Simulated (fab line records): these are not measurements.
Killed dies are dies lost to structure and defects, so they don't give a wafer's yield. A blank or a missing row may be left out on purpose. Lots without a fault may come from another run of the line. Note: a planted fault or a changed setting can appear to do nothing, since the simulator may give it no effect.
The tool behind it: which one?	flow rit-cmos	Sampling: 14 lots, 42 wafers, 4 of 202 route steps

== WHAT THE GAUGES SHOWED, per wafer ==
RIT_FOX2_THK_MEAS_01. Usual: FOX2_OXIDE_THK typically reads 350 nm, with standard deviation 6.8.
lot	measured	on	FOX2_OXIDE_THK (nm)	flag
L742	day 1 18:23	film-metro-03	333 337 334	
L743	day 2 00:37	film-metro-04	333 333 341	
L744	day 2 05:10	film-metro-04	356 349 349	
L746	day 2 17:01	film-metro-01	353 360 356	
L747	day 2 22:23	film-metro-01	361 360 357	
L748	day 3 01:46	film-metro-04	349 351 349	
L749	day 3 07:14	film-metro-04	362 351 352	
L750	day 3 10:57	film-metro-03	349 340 347	
L758	day 5 03:53	film-metro-01	425 425 427	OFF
L759	day 5 07:26	film-metro-04	426 424 431	OFF
L762	day 5 22:20	film-metro-03	348 352 350	
L763	day 6 03:31	film-metro-03	354 343 351	
L764	day 6 09:32	film-metro-03	346 348 343	
L765	day 6 15:35	film-metro-03	347 347 349	

RIT_FOX2_THK_MEAS_90. Usual: FIELD_OXIDE_LEFT_1_THK typically reads 324 nm, with standard deviation 6.7.
lot	measured	on	FIELD_OXIDE_LEFT_1_THK (nm)	flag
L742	day 1 19:16	film-metro-04	307 310 308	
L743	day 2 01:30	film-metro-03	306 307 314	
L744	day 2 06:04	film-metro-01	330 323 323	
L746	day 2 17:54	film-metro-01	326 334 329	
L747	day 2 23:20	film-metro-03	334 334 330	
L748	day 3 02:47	film-metro-01	323 325 323	
L749	day 3 08:07	film-metro-03	336 324 325	
L750	day 3 11:50	film-metro-01	323 313 321	
L758	day 5 04:46	film-metro-04	399 398 400	OFF
L759	day 5 08:19	film-metro-04	399 397 404	OFF
L762	day 5 23:17	film-metro-04	321 326 323	
L763	day 6 04:28	film-metro-03	328 316 324	
L764	day 6 10:25	film-metro-04	319 322 316	
L765	day 6 16:32	film-metro-03	320 321 322	

RIT_FOX2_THK_MEAS_91. Usual: FIELD_OXIDE_LEFT_2_THK typically reads 255 nm, with standard deviation 6.7.
lot	measured	on	FIELD_OXIDE_LEFT_2_THK (nm)	flag
L742	day 2 08:04	film-metro-03	239 242 240	
L743	day 2 14:06	film-metro-01	239 240 247	
L744	day 2 20:41	film-metro-04	263 255 255	
L746	day 3 08:08	film-metro-01	257 265 261	
L747	day 3 11:41	film-metro-01	267 266 263	
L748	day 3 14:51	film-metro-04	256 257 255	
L749	day 3 20:38	film-metro-04	267 256 257	
L750	day 4 00:36	film-metro-01	255 245 252	
L758	day 5 17:04	film-metro-04	330 330 331	OFF
L759	day 5 20:39	film-metro-01	330 329 335	OFF
L762	day 6 12:04	film-metro-04	252 257 254	
L763	day 6 17:22	film-metro-01	260 248 256	
L764	day 6 22:41	film-metro-01	252 254 248	
L765	day 7 05:14	film-metro-01	251 252 254	

== WHAT TOOL EACH LOT RAN ON (gives the tool, then ch and the chambers of the sampled wafers, and finally the start) ==
lot	RIT_FOX2_OXIDATION_00
L742	furnace-01 ch 0, day 1 17:03
L743	furnace-03 ch 0, day 1 23:17
L744	furnace-01 ch 0, day 2 03:50
L746	furnace-01 ch 0, day 2 15:42
L747	furnace-01 ch 0, day 2 21:04
L748	furnace-02 ch 0, day 3 00:27
L749	furnace-01 ch 0, day 3 05:55
L750	furnace-03 ch 0, day 3 09:37
L758	furnace-01 ch 0, day 5 02:34
L759	furnace-01 ch 0, day 5 06:07
L762	furnace-02 ch 0, day 5 21:00
L763	furnace-02 ch 0, day 6 02:10
L764	furnace-03 ch 0, day 6 08:13
L765	furnace-03 ch 0, day 6 14:15
- RIT_FOX2_OXIDATION_00: target thk 350.7 nm, ox time 1130 s.

== WHAT THE TOOLS THEMSELVES READ (means of the sampled wafers that have a number; where no wafer has one, the mark that the record gives instead) ==
RIT_FOX2_OXIDATION_00. Usual: spike-tc-centre-C 1103.0 C, standard deviation 1.7; spike-tc-load-C 1126.8 C, standard deviation 1.1; spike-tc-source-C 1126.4 C, standard deviation 1.3; tube-center-temp-C 1100 C, standard deviation 0.098; tube_center_temp_C_max 1102.9, standard deviation 0.49.
lot	tool	spike-tc-centre-C (C)	spike-tc-load-C (C)	spike-tc-source-C (C)	tube-center-temp-C (C)	tube_center_temp_C_max	flag
L742	furnace-01	1104.2	1127.6	1126.6	1100	1102.8	
L743	furnace-03	1101.8	1126.5	1126.7	1100	1102.6	
L744	furnace-01	1105.8	1126.8	1127.8	1100	1102.3	
L746	furnace-01	1105.1	1126.2	1127.7	1100	1102.7	
L747	furnace-01	1105.1	1127.9	1125.9	1100	1102.6	
L748	furnace-02	1101.2	1126.0	1124.0	1100	1103.1	
L749	furnace-01	1105.2	1127.4	1127.1	1100	1102.6	
L750	furnace-03	1102.0	1126.8	1126.3	1100	1102.9	
L758	furnace-01	1155.1	1178.3	1178.2	1151	1154.0	OFF
L759	furnace-01	1154.4	1178.5	1177.4	1151	1153.3	OFF
L762	furnace-02	1101.3	1126.3	1124.9	1100	1103.3	
L763	furnace-02	1101.9	1126.0	1125.6	1100	1102.8	
L764	furnace-03	1101.8	1126.5	1126.8	1100	1102.8	
L765	furnace-03	1104.1	1126.6	1127.0	1100	1102.5	

== THE ANSWER, worked out from the rows above alone ==
Rule: take the mean of a lot's wafers that have a number; if it is more than 3 standard deviations from the usual mean, the lot is off. Also off: a lot with no number at a reading for which 4 or more lots have one. All remaining lots with rows at the step are treated as sound. The gauges are gone through in route order, then the tools' own readings, and for those a lot's mean is taken as printed above. At the first step where some lot is off, the reading lying furthest off is the one used; lots without a number count as furthest.
Off: L758, L759, at RIT_FOX2_THK_MEAS_01 (FOX2_OXIDE_THK).
A tool fits if, at a process step before that reading, it ran every lot that is off, and no sound lot after the first of them. The gauges at RIT_FOX2_THK_MEAS_01 aren't tried: what is off there is off at RIT_FOX2_OXIDATION_00 too, on other tools, and a gauge's error can't cause that. One fits: furnace-01 at RIT_FOX2_OXIDATION_00. A fault onset in the window from L749 (day 3 05:55, its last sound lot) to L758 (day 5 02:34, its first lot off) fits.
The tool's own readings at RIT_FOX2_OXIDATION_00 bear it out: on the lots that are off they differ by more than 5 times the standard deviation of the sound lots' means. spike-tc-centre-C reads 1154.8 C there against 1103.3 C on the sound lots; spike-tc-load-C reads 1178.4 C there against 1126.7 C on the sound lots; spike-tc-source-C reads 1177.8 C there against 1126.4 C on the sound lots; tube-center-temp-C reads 1151 C there against 1100 C on the sound lots; tube_center_temp_C_max reads 1153.7 there against 1102.8 on the sound lots.

== WHAT THE SIMULATOR PUT IN ==
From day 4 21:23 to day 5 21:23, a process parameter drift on furnace-01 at RIT_FOX2_OXIDATION_00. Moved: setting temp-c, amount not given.
Shown lots that were struck: L758, L759. Same finding as the rule above.
